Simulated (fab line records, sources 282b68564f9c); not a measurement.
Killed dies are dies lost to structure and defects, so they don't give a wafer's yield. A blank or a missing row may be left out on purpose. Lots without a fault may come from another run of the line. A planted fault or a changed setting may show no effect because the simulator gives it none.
A struck lot beside a sound one | flow rit_cmos | 14 steps out of a route of 202
Sound: wafers L917.3, L917.5, L917.6. Struck: wafers L911.1, L911.3, L911.5. The cause comes at the end.
At each step with rows: each side's tool, then ch and its chambers, then its first start. Under that, the readings that differ: sound wafers | struck wafers | difference of the means | sigmas: that difference in standard deviations of wafers without a fault.
alike: readings whose means differ by less than 2 such deviations, and words and numbers that are the same on both sides. not compared: withheld readings, readings that some wafer has no value for, bounds like >300 that may hide the same value, and numbers for which the record gives no deviation and whose values overlap.
The two part at a step that has a row with sigmas, a row that says differs or no value, or rows on one side only. Numbers that don't overlap but have no deviation are shown without sigmas and don't part them. A reading that every wafer of one side lacks parts them only if that side has two wafers or more.

first, 2 steps without rows for these wafers: RIT_GATE_CLEAN_03 (cleans in SC2, time 600 s); RIT_GATE_CLEAN_04 (cleans in dHF, time 60 s).
RIT_FOX2_THK_MEAS_91:
  sound on film_metro-03, day 5 08:24; struck on film_metro-04, day 4 01:20
  alike: FIELD_OXIDE_LEFT_2_THK
then, 2 steps without rows for these wafers: RIT_GATE_OXIDATION_05 (target thk 3 nm, ox time 270 s); RIT_GATE_ANNEAL_06 (time 600 s).
RIT_GATE_THK_MEAS_07:
  sound on film_metro-04, day 5 13:47; struck on film_metro-01, day 4 05:43
  reading             | sound          | struck         | difference | sigmas
  GATE_OXIDE_THK (nm) | 3.01 2.99 3.03 | 3.13 3.17 3.14 | +0.14      | +2
then, 1 step without rows for these wafers: RIT_GATE_CVD_08 (deposits poly-Si from SiH4, target thk 250 nm, time 2220 s).
RIT_GATE_THK_MEAS_09:
  sound on film_metro-03, day 5 15:29; struck on film_metro-04, day 4 07:24
  alike: GATE_POLY_THK
then, 4 steps without rows for these wafers: RIT_GATE_HMDS_10 (prime time 60 s); RIT_GATE_COAT_11 (resist thk 850 nm); RIT_GATE_SOFTBAKE_12 (time 60 s); RIT_GATE_EXPOSE_13 (exposes mask M6, target cd 150 nm).
RIT_GATE_PEB_14:
  sound on litho_track-03 ch 0, day 5 16:29; struck on litho_track-01, day 4 08:02
  reading         | sound          | struck | difference                    | sigmas
  exhaust_pa (Pa) | 45.5 45.5 45.2 | - - -  | no value on the struck wafers |
  not compared: chill_plate_temp_C
then, 1 step without rows for these wafers: RIT_GATE_DEVELOP_15 (develop time 50 s).

WHERE THEY PART
First at RIT_GATE_THK_MEAS_07; last, within this record, at RIT_GATE_PEB_14.

WHY: what the simulator had put in
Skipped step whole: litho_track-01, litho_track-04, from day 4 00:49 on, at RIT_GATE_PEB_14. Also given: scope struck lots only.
